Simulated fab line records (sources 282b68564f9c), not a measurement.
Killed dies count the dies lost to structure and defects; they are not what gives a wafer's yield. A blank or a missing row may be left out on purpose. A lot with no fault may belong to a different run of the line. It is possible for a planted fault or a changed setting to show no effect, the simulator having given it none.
fab line records	flow rit_cmos
[record] lots = 7	wafers = 21	last_day = 6
route steps=202 shown GATE@75 FOX2@80 M1@202
lots that met no fault: taken from a fault-free run of the same line
start_h: start of the lot's first displayed wafer, in hours after the record's first day	wait_h: hours from the lot's prior step to this one	" identical to the entry in the row above	L1.1+2: several wafers, shown together as one row	- either no value or no given start	* or withheld: withheld	< > ~ a bound
route shown NAME@n: names a module that has steps shown in the file, with the first one's number in the route	usual: mean and standard deviation over wafers with no fault	same: alike in all rows	chamber/n: place in a boat	sites: each site's reading	_std_site: the standard deviation of these	_edge_site: inner sites' mean taken away from outer sites' mean	radius_mm: for every site, how far away it sits from the centre of the wafer	mask NAME#n: copy n	behind: the most recent tool/chamber to have shaped the wafer	hold: cause of the lot's hold/its duration in hours/its outcome	device: whichever transistor did not switch (one of n, p or np)	end of line: the same wafers' tests at the end of the route	for a step that has no rows: nothing shown but its recipe	killed: at the first sort, the dies lost to defects and structure; wafer yield is something else	map: per-die view of a wafer (x killed, . not killed, _ where there is no die)
set.NAME: the run value of the setting; set.NAME@STEP: its run value at that earlier step	model.NAME: the simulator's own value behind a step, which no gauge read
lots at some steps of the route; a table a step, a row a wafer
services: a tool's chamber out of use, with start hour (start_h, from the record's first day; less than 0 if before it), hours out, and reason
[[steps]]
[step RIT_GATE_WET_ETCH_00]
[recipe] chemistry = BOE	target = SiO2	target_depth_nm = 56	time_s = 60	dry = n2_spin	dilution = 10:1	temp_c = 21.5
[step RIT_GATE_CLEAN_01]
[recipe] chemistry = SC1	mix = 3:3:50	time_s = 600	temp_c = 75
[step RIT_GATE_CLEAN_02]
[recipe] chemistry = dHF	dilution = 50:1	time_s = 30
[step RIT_GATE_CLEAN_03]
[recipe] chemistry = SC2	mix = 3:3:50	time_s = 600	temp_c = 75	dry = n2_spin
[step RIT_GATE_CLEAN_04]
[recipe] chemistry = dHF	dilution = 50:1	time_s = 60	dry = n2_spin
[step RIT_FOX2_THK_MEAS_91]
[recipe] reads = SiO2_of_FOX2_OXIDATION_00
[usual] FIELD_OXIDE_LEFT_2_THK = 241/7
lot.wafer	tool	chamber	start_h	wait_h	FIELD_OXIDE_LEFT_2_THK[nm]
L681.2	film_metro-03	-	35.63	0.0	245
L681.3	"	-	"	"	245
L681.4	"	-	"	"	242
L684.1	film_metro-03	-	48.31	0.0	250
L684.5	"	-	"	"	244
L684.6	"	-	"	"	246
L685.1	film_metro-01	-	54.91	0.0	240
L685.2	"	-	"	"	239
L685.4	"	-	"	"	243
L686.2	film_metro-03	-	61.05	0.0	254
L686.3	"	-	"	"	251
L686.6	"	-	"	"	249
L687.1	film_metro-03	-	68.91	0.0	246
L687.4	"	-	"	"	238
L687.6	"	-	"	"	245
L690.1	film_metro-03	-	91.09	0.0	253
L690.4	"	-	"	"	250
L690.5	"	-	"	"	245
L695.1	film_metro-02	-	112.83	0.0	247
L695.2	"	-	"	"	255
L695.4	"	-	"	"	249
[step RIT_GATE_OXIDATION_05]
[recipe] temp_c = 900	ambient = O2	target_thk_a = 30	ox_time_s = 270
[step RIT_GATE_ANNEAL_06]
[recipe] temp_c = 900	time_s = 600	ambient = N2O
[step RIT_GATE_THK_MEAS_07]
[recipe] reads = SiO2_of_GATE_OXIDATION_05
[usual] GATE_OXIDE_THK = 3.01/0.062
lot.wafer	tool	chamber	start_h	wait_h	GATE_OXIDE_THK[nm]
L681.2	film_metro-01	-	37.31	0.0	2.91
L681.3	"	-	"	"	2.97
L681.4	"	-	"	"	2.97
L684.1	film_metro-02	-	52.81	0.0	3.03
L684.5	"	-	"	"	2.93
L684.6	"	-	"	"	2.94
L685.1	film_metro-03	-	64.41	0.0	3.00
L685.2	"	-	"	"	3.06
L685.4	"	-	"	"	3.07
L686.2	film_metro-03	-	70.91	0.0	3.02
L686.3	"	-	"	"	2.98
L686.6	"	-	"	"	2.99
L687.1	film_metro-02	-	79.78	0.0	3.14
L687.4	"	-	"	"	3.15
L687.6	"	-	"	"	3.09
L690.1	film_metro-01	-	99.58	0.0	3.05
L690.4	"	-	"	"	2.96
L690.5	"	-	"	"	3.06
L695.1	film_metro-03	-	122.05	0.0	3.06
L695.2	"	-	"	"	3.00
L695.4	"	-	"	"	3.06
[step RIT_GATE_CVD_08]
[recipe] material = poly-Si	target_thk_nm = 250	temp_c = 610	precursor = SiH4	time_s = 2220	pressure_mtorr = 314.8	sih4_flow_sccm = 100
[step RIT_GATE_THK_MEAS_09]
[recipe] reads = poly-Si_of_GATE_CVD_08
[usual] GATE_POLY_THK = 256.3/2.4
lot.wafer	tool	chamber	start_h	wait_h	GATE_POLY_THK[nm]
L681.2	film_metro-03	-	38.99	0.0	255.0
L681.3	"	-	"	"	253.9
L681.4	"	-	"	"	253.9
L684.1	film_metro-03	-	55.30	0.0	259.6
L684.5	"	-	"	"	260.7
L684.6	"	-	"	"	261.5
L685.1	film_metro-02	-	66.08	0.0	257.2
L685.2	"	-	"	"	259.0
L685.4	"	-	"	"	255.5
L686.2	film_metro-02	-	72.58	0.0	257.3
L686.3	"	-	"	"	257.2
L686.6	"	-	"	"	258.1
L687.1	film_metro-02	-	81.46	0.0	255.7
L687.4	"	-	"	"	253.0
L687.6	"	-	"	"	252.9
L690.1	film_metro-03	-	101.26	0.0	254.7
L690.4	"	-	"	"	255.4
L690.5	"	-	"	"	253.6
L695.1	film_metro-03	-	123.72	0.0	257.4
L695.2	"	-	"	"	256.8
L695.4	"	-	"	"	257.2
[step RIT_GATE_HMDS_10]
[recipe] prime_time_s = 60	prime_temp_c = 140
[step RIT_GATE_COAT_11]
[recipe] resist = NOVOLAK	spin_rpm = 4250	resist_thk_nm = 850
[usual] spin_speed_rpm = 4250.2/2.6
lot.wafer	tool	chamber	start_h	wait_h	spin_speed_rpm	model.NOVOLAK_of_GATE_COAT_11.thk_nm
L681.2	litho_track-01	0	39.22	0.1	4250.2	851.4
L681.3	"	0	"	"	4250.2	851.1
L681.4	"	0	"	"	4248.4	847.7
L684.1	litho_track-02	0	55.51	0.1	4251.0	850.2
L684.5	"	0	"	"	4248.7	849.8
L684.6	"	0	"	"	4244.1	850.9
L685.1	litho_track-02	0	66.29	0.1	4249.3	468.1
L685.2	"	0	"	"	4252.7	466.9
L685.4	"	0	"	"	4249.5	468.1
L686.2	litho_track-02	0	72.81	0.1	4249.6	465.9
L686.3	"	0	"	"	4245.7	465.1
L686.6	"	0	"	"	4250.0	466.9
L687.1	litho_track-02	0	81.67	0.1	4249.1	467.9
L687.4	"	0	"	"	4254.2	466.7
L687.6	"	0	"	"	4253.6	468
L690.1	litho_track-01	0	101.47	0.1	4249.2	852.2
L690.4	"	0	"	"	4252.1	850.5
L690.5	"	0	"	"	4251.5	852.2
L695.1	litho_track-01	0	124.05	0.1	4250.8	848.6
L695.2	"	0	"	"	4250.6	848.5
L695.4	"	0	"	"	4250.7	848.3
[step RIT_GATE_SOFTBAKE_12]
[recipe] resist = NOVOLAK	temp_c = 90	time_s = 60
[step RIT_GATE_EXPOSE_13]
[recipe] mask_id = M6	na = 0.6	source_shape = conventional	sigma_outer = 0.6	target_cd_nm = 150	dose_mj = 380
[step RIT_GATE_PEB_14]
[recipe] resist = NOVOLAK	temp_c = withheld	time_s = withheld
[step RIT_GATE_DEVELOP_15]
[recipe] resist = NOVOLAK	develop_time_s = 52.04	dev_temp_c = 23
lot.wafer	tool	chamber	start_h	wait_h	model.GATE.cd_nm
L681.2	litho_track-02	0	-	-	149.3
L681.3	"	0	"	"	148
L681.4	"	0	"	"	150.4
L684.1	litho_track-04	0	-	-	150.9
L684.5	"	0	"	"	150.6
L684.6	"	0	"	"	150.4
L685.1	litho_track-01	0	-	-	63.14
L685.2	"	0	"	"	61.41
L685.4	"	0	"	"	61.74
L686.2	litho_track-02	0	-	-	78.34
L686.3	"	0	"	"	76.96
L686.6	"	0	"	"	78.03
L687.1	litho_track-02	0	-	-	59.63
L687.4	"	0	"	"	59.23
L687.6	"	0	"	"	59.47
L690.1	litho_track-04	0	-	-	148.6
L690.4	"	0	"	"	145.8
L690.5	"	0	"	"	145.7
L695.1	litho_track-01	0	-	-	149.1
L695.2	"	0	"	"	148.2
L695.4	"	0	"	"	149.4
[step RIT_GATE_CD_MEAS_16]
[recipe] target_cd_nm = 150
[usual] cd_nm = 149.9/2.2
lot.wafer	tool	chamber	start_h	wait_h	cd_nm
L681.2	cd_sem-01	-	40.03	-	149.4
L681.3	"	-	"	"	147.7
L681.4	"	-	"	"	150.7
L684.1	cd_sem-02	-	56.21	-	151.0
L684.5	"	-	"	"	150.8
L684.6	"	-	"	"	150.2
L685.1	cd_sem-02	-	67.12	-	63.2
L685.2	"	-	"	"	61.3
L685.4	"	-	"	"	61.4
L686.2	cd_sem-02	-	73.50	-	78.1
L686.3	"	-	"	"	76.8
L686.6	"	-	"	"	77.8
L687.1	cd_sem-02	-	82.49	-	59.6
L687.4	"	-	"	"	59.3
L687.6	"	-	"	"	59.8
L690.1	cd_sem-01	-	102.17	-	148.4
L690.4	"	-	"	"	145.6
L690.5	"	-	"	"	145.5
L695.1	cd_sem-01	-	124.95	-	149.3
L695.2	"	-	"	"	148.1
L695.4	"	-	"	"	149.1
[step RIT_GATE_OVL_MEAS_17]
[usual] GATE_OVL = 0.8/1.4
lot.wafer	tool	chamber	start_h	wait_h	GATE_OVL[nm]
L681.2	overlay-02	-	40.14	0.1	0.4
L681.3	"	-	"	"	-1.7
L681.4	"	-	"	"	0.0
L684.1	overlay-02	-	56.33	0.1	0.1
L684.5	"	-	"	"	1.3
L684.6	"	-	"	"	0.2
L685.1	overlay-02	-	67.24	0.1	1.6
L685.2	"	-	"	"	1.2
L685.4	"	-	"	"	0.3
L686.2	overlay-01	-	73.61	0.1	2.5
L686.3	"	-	"	"	3.5
L686.6	"	-	"	"	0.2
L687.1	overlay-01	-	82.61	0.1	-1.1
L687.4	"	-	"	"	-0.6
L687.6	"	-	"	"	-2.1
L690.1	overlay-02	-	102.29	0.1	-2.2
L690.4	"	-	"	"	0.2
L690.5	"	-	"	"	0.7
L695.1	overlay-01	-	125.07	0.1	-0.8
L695.2	"	-	"	"	-0.2
L695.4	"	-	"	"	-0.2
[step RIT_GATE_HARDBAKE_18]
[recipe] resist = NOVOLAK	temp_c = 140	time_s = 60
[step RIT_GATE_ETCH_19]
[recipe] chemistry = SF6/CHF3/O2	time_s = 165	SF6_flow_sccm = 30	CHF3_flow_sccm = 30	O2_flow_sccm = 5	target = poly-Si	pressure_mtorr = 40	rf_w = 160	target_depth_a = 3125	over_etch_frac = 0.25	stop_on = SiO2
[usual] drypump_motor_current_A = 5.3/0.31	oes_product_au = 0.870/0.016	rf_fwd_power_W = 159.4/0.57	throttle_valve_pct = 10.19/0.13
lot.wafer	tool	chamber	start_h	wait_h	drypump_motor_current_A	oes_product_au	rf_fwd_power_W	rf_hours_counter_h	throttle_valve_pct	model.NOVOLAK_of_GATE_COAT_11.thk_nm	model.GATE.cd_nm
L681.2	rie_si-01	1	40.59	0.1	5.2	0.861	159.2	67	10.05	672.5	149.2
L681.3	"	0	"	"	5.5	0.848	159.3	41	10.41	673	148
L681.4	"	3	"	"	4.9	0.880	159.7	46	10.08	670.3	150.4
L684.1	rie_si-02	1	56.52	0.1	4.9	0.870	159.1	135	10.38	667.1	150.8
L684.5	"	3	"	"	5.7	0.892	159.5	-	10.15	670.1	150.6
L684.6	"	0	"	"	5.5	0.880	160.1	-	10.12	670	150.4
L685.1	rie_si-01	2	67.42	0.1	5.1	0.890	160.2	143	10.25	334	63.05
L685.2	"	0	"	"	5.5	0.856	159.9	41	10.40	335.3	61.4
L685.4	"	3	"	"	4.9	0.887	159.3	46	10.09	336.1	61.73
L686.2	rie_si-02	2	73.79	0.1	5.7	0.849	159.3	26	10.10	332.7	78.29
L686.3	"	1	"	"	4.8	0.853	160.7	135	10.37	329.7	76.9
L686.6	"	3	"	"	5.6	0.895	160.7	-	10.16	334.3	78.07
L687.1	rie_si-01	0	82.80	0.1	5.5	0.860	158.8	41	10.42	335.6	59.67
L687.4	"	3	"	"	4.9	0.879	160.1	46	10.08	335.2	59.2
L687.6	"	3	"	"	4.9	0.877	159.4	-	10.07	337.1	59.51
L690.1	rie_si-02	1	102.48	0.1	4.8	0.848	159.5	135	10.37	668.9	148.4
L690.4	"	3	"	"	5.6	0.888	160.3	63	10.16	670.4	145.7
L690.5	"	0	"	"	5.6	0.855	160.0	-	10.16	671.3	145.4
L695.1	rie_si-02	2	125.26	0.1	5.7	0.858	158.7	27	10.09	668.8	149
L695.2	"	0	"	"	5.6	0.855	159.8	97	10.14	668.2	148.2
L695.4	"	3	"	"	5.6	0.895	160.4	63	10.14	669.7	149.2
[step RIT_GATE_STRIP_20]
[recipe] chemistry = O2	time_s = 180	resist = NOVOLAK	platen_temp_c = withheld	power_w = 500	pressure_mtorr = 4000	o2_flow_sccm = 4000
[usual] drypump_motor_current_A = 5.8/0.7
lot.wafer	tool	chamber	start_h	wait_h	drypump_motor_current_A	rf_hours_counter_h
L681.2	plasma_asher-03	1	40.69	0.1	4.9	24
L681.3	"	1	"	"	4.9	-
L681.4	"	0	"	"	6.4	-
L684.1	plasma_asher-01	0	56.62	0.1	5.5	43
L684.5	"	0	"	"	5.5	-
L684.6	"	1	"	"	5.3	-
L685.1	plasma_asher-01	1	67.53	0.1	5.3	44
L685.2	"	0	"	"	5.5	44
L685.4	"	0	"	"	5.4	-
L686.2	plasma_asher-01	1	73.90	0.1	5.3	44
L686.3	"	1	"	"	5.3	-
L686.6	"	1	"	"	5.3	-
L687.1	plasma_asher-01	0	82.91	0.1	5.5	45
L687.4	"	1	"	"	5.3	-
L687.6	"	1	"	"	5.3	-
L690.1	plasma_asher-03	0	102.58	0.1	6.4	30
L690.4	"	1	"	"	4.9	-
L690.5	"	0	"	"	6.4	-
L695.1	plasma_asher-03	0	125.36	0.1	6.4	32
L695.2	"	1	"	"	4.9	32
L695.4	"	1	"	"	4.9	-
[step RIT_M1_PROBE_99]
[usual] killed_at_M0_to_M3 = 0.0/0.14	killed_at_contacts = 0.1/0.29	killed_at_front_end = 7/3.1	killed_dies = 7/3.1	killed_on_rim = 1.8/1.3	killed_open = 3.4/1.9	killed_short = 3.6/2.1
[same] gross_dies = 264	killed_at_M4_up = 0	killed_at_back_side = 0	killed_at_other = 0
lot.wafer	tool	chamber	start_h	wait_h	killed_at_M0_to_M3	killed_at_contacts	killed_at_front_end	killed_dies	killed_on_rim	killed_open	killed_short
L684.1	prober-02	-	79.85	0.1	0	0	8	8	0	2	6
L684.5	prober-02	-	80.05	0.2	0	1	10	11	2	4	7
L684.6	prober-02	-	80.10	0.2	0	0	12	12	2	8	4
L685.1	prober-01	-	90.33	0.1	0	1	263	264	70	8	8
L685.2	prober-01	-	90.38	0.1	0	0	264	264	70	3	8
L685.4	prober-01	-	90.48	0.2	0	0	264	264	70	6	4
L686.2	prober-02	-	95.88	0.1	0	0	264	264	70	3	6
L686.3	prober-02	-	95.93	0.2	0	1	263	264	70	7	10
L686.6	prober-02	-	96.08	0.2	0	0	264	264	70	2	2
L687.1	prober-01	-	105.61	0.1	0	0	264	264	70	7	5
L687.4	prober-01	-	105.76	0.2	0	0	264	264	70	6	5
L690.1	prober-02	-	127.51	0.1	0	1	9	10	1	4	6
L690.4	prober-02	-	127.66	0.2	0	0	3	3	1	2	1
L690.5	prober-02	-	127.71	0.2	0	0	9	9	3	3	6
L695.1	prober-02	-	147.66	0.1	1	0	8	9	1	5	3
L695.2	prober-02	-	147.71	0.1	0	0	3	3	1	1	2
L695.4	prober-02	-	147.81	0.2	0	0	6	6	2	2	4
// killed by level:class
L684.1 GATE:geometric_particle:short=3 SILICIDE:geometric_particle:short=3 REOX:geometric_particle:open=2
L684.5 SPACER:geometric_particle:short=3 GATE:geometric_particle:short=2 FOX1:geometric_particle:short=1 FOX1:geometric_particle:open=1 GATE:geometric_particle:open=1 REOX:geometric_particle:open=1 SPACER:geometric_particle:open=1 CONTACT:geometric_particle:short=1
L684.6 SILICIDE:geometric_particle:open=3 FOX1:geometric_particle:open=2 GATE:geometric_particle:short=2 SPACER:geometric_particle:open=2 SILICIDE:geometric_particle:short=2 REOX:geometric_particle:open=1
L685.1 GATE:area_expose=248 GATE:geometric_particle:open=7 GATE:geometric_particle:short=4 SILICIDE:geometric_particle:short=2 FOX1:geometric_particle:open=1 FOX1:geometric_particle:short=1 CONTACT:geometric_particle:short=1
L685.2 GATE:area_expose=253 GATE:geometric_particle:short=6 GATE:geometric_particle:open=1 REOX:geometric_particle:short=1 SPACER:geometric_particle:open=1 SPACER:geometric_particle:short=1 SILICIDE:geometric_particle:open=1
L685.4 GATE:area_expose=254 GATE:geometric_particle:open=4 FOX2:geometric_particle:open=2 GATE:geometric_particle:short=2 SPACER:geometric_particle:short=1 SILICIDE:geometric_particle:short=1
L686.2 GATE:area_expose=255 FOX2:geometric_particle:short=3 GATE:geometric_particle:short=2 FOX1:geometric_particle:open=1 FOX1:geometric_particle:short=1 FOX2:geometric_particle:open=1 REOX:geometric_particle:open=1
L686.3 GATE:area_expose=247 GATE:geometric_particle:short=8 GATE:geometric_particle:open=3 FOX2:geometric_particle:open=2 FOX1:geometric_particle:short=1 REOX:geometric_particle:short=1 SPACER:geometric_particle:open=1 CONTACT:geometric_particle:open=1
L686.6 GATE:area_expose=260 GATE:geometric_particle:open=1 FOX1:geometric_particle:short=1 FOX2:geometric_particle:short=1 FOX2:geometric_particle:open=1
L687.1 GATE:area_expose=252 GATE:geometric_particle:open=6 GATE:geometric_particle:short=3 FOX2:geometric_particle:short=1 REOX:geometric_particle:short=1 SPACER:geometric_particle:open=1
L687.4 GATE:area_expose=253 GATE:geometric_particle:open=4 GATE:geometric_particle:short=4 REOX:geometric_particle:open=1 REOX:geometric_particle:short=1 SPACER:geometric_particle:open=1
L690.1 GATE:geometric_particle:short=2 SPACER:geometric_particle:open=2 SILICIDE:geometric_particle:open=2 FOX2:geometric_particle:short=1 REOX:geometric_particle:short=1 SILICIDE:geometric_particle:short=1 CONTACT:geometric_particle:short=1
L690.4 FOX2:geometric_particle:open=1 GATE:geometric_particle:open=1 REOX:geometric_particle:short=1
L690.5 REOX:geometric_particle:short=4 GATE:geometric_particle:open=2 GATE:geometric_particle:short=1 REOX:geometric_particle:open=1 SILICIDE:geometric_particle:short=1
L695.1 GATE:geometric_particle:open=2 GATE:geometric_particle:short=2 SPACER:geometric_particle:open=2 FOX2:geometric_particle:short=1 REOX:geometric_particle:open=1 M1:coat_microbubble_printed=1
L695.2 GATE:geometric_particle:short=1 GATE:geometric_particle:open=1 REOX:geometric_particle:short=1
L695.4 GATE:geometric_particle:open=2 SPACER:geometric_particle:short=2 FOX1:geometric_particle:short=1 GATE:geometric_particle:short=1
// map L685.1 (x killed, . not)
________xxxxxxx_______
_____xxxxxxxxxxxxx____
____xxxxxxxxxxxxxxx___
___xxxxxxxxxxxxxxxxx__
__xxxxxxxxxxxxxxxxxxx_
__xxxxxxxxxxxxxxxxxxx_
_xxxxxxxxxxxxxxxxxxxxx
_xxxxxxxxxxxxxxxxxxxxx
_xxxxxxxxxxxxxxxxxxxxx
_xxxxxxxxxxxxxxxxxxxxx
__xxxxxxxxxxxxxxxxxxx_
__xxxxxxxxxxxxxxxxxxx_
___xxxxxxxxxxxxxxxxx__
____xxxxxxxxxxxxxxx___
_____xxxxxxxxxxxxx____
________xxxxxxx_______
// map L686.2 (x killed, . not)
________xxxxxxx_______
_____xxxxxxxxxxxxx____
____xxxxxxxxxxxxxxx___
___xxxxxxxxxxxxxxxxx__
__xxxxxxxxxxxxxxxxxxx_
__xxxxxxxxxxxxxxxxxxx_
_xxxxxxxxxxxxxxxxxxxxx
_xxxxxxxxxxxxxxxxxxxxx
_xxxxxxxxxxxxxxxxxxxxx
_xxxxxxxxxxxxxxxxxxxxx
__xxxxxxxxxxxxxxxxxxx_
__xxxxxxxxxxxxxxxxxxx_
___xxxxxxxxxxxxxxxxx__
____xxxxxxxxxxxxxxx___
_____xxxxxxxxxxxxx____
________xxxxxxx_______
[[services]]
tool	chamber	start_h	hours	kind
rie_si-02	0	73.21	3.7	repair
rie_si-02	0	82.46	1.1	repair
plasma_asher-01	-	108.75	9.0	pm
plasma_asher-01	0	108.75	9.0	vent_cycle
plasma_asher-01	1	108.75	9.0	vent_cycle
plasma_asher-01	0	117.75	-	clean
plasma_asher-01	1	117.75	-	clean
[[key]]
[first_sign] step = RIT_GATE_CD_MEAS_16	reading = cd_nm	direction = down	sigmas = 38	usual = 149.9	struck = 66.4	through = control_loop
[effect] step = RIT_M1_PROBE_99	reading = killed_at_front_end	direction = up	sigmas = 83	usual = 7	struck = 264
[model_effect] step = RIT_GATE_COAT_11	value = NOVOLAK_of_GATE_COAT_11.thk_nm	without = 849.2	struck = 467.1
[model_effect] step = RIT_GATE_DEVELOP_15	value = GATE.cd_nm	without = 149.3	struck = 66.44
[model_effect] step = RIT_GATE_ETCH_19	value = NOVOLAK_of_GATE_COAT_11.thk_nm	without = 669.4	struck = 334.5
[more_kills_born_at] RIT_GATE_EXPOSE_13@iline_stepper-01 = 1523	RIT_GATE_EXPOSE_13@iline_stepper-02 = 505
met_at RIT_GATE_COAT_11
struck_wafers L685.1,L685.2,L685.4,L686.2,L686.3,L686.6,L687.1,L687.4,L687.6
rows_end L687.6
later_rows_left_out L685.1,L685.2,L685.4,L686.2,L686.3,L686.6,L687.1,L687.4
tester_left_out L685,L686,L687
[loop_trim] step = RIT_GATE_EXPOSE_13	setting = dose	lots = L686
onset_between 55.51 66.29
[fault] kind = process_parameter_drift	tool = litho_track-02	chamber = -	onset_h = 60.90	steps = RIT_GATE_COAT_11	channel = resist_thk_nm	offset = -382.5	shape = step	end_h = 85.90	acts_in = these_recipes_only	stated = 850
// tester_left_out: of these lots the tester's yield and bins aren't shown, on N5 and GAA mostly nor the transistor test; their killed dies are dies lost to structure and defects alone, not to doping, threshold or leakage, so they don't give the yield
// later_rows_left_out: the simulator's readings of these wafers behind a module that went badly wrong aren't trusted and aren't shown, but for the sort
// rows_end: these wafers met a further fault down the route, and their rows from its step on are left out
// loop_trim: a control loop set the setting to another value than it would have without faults
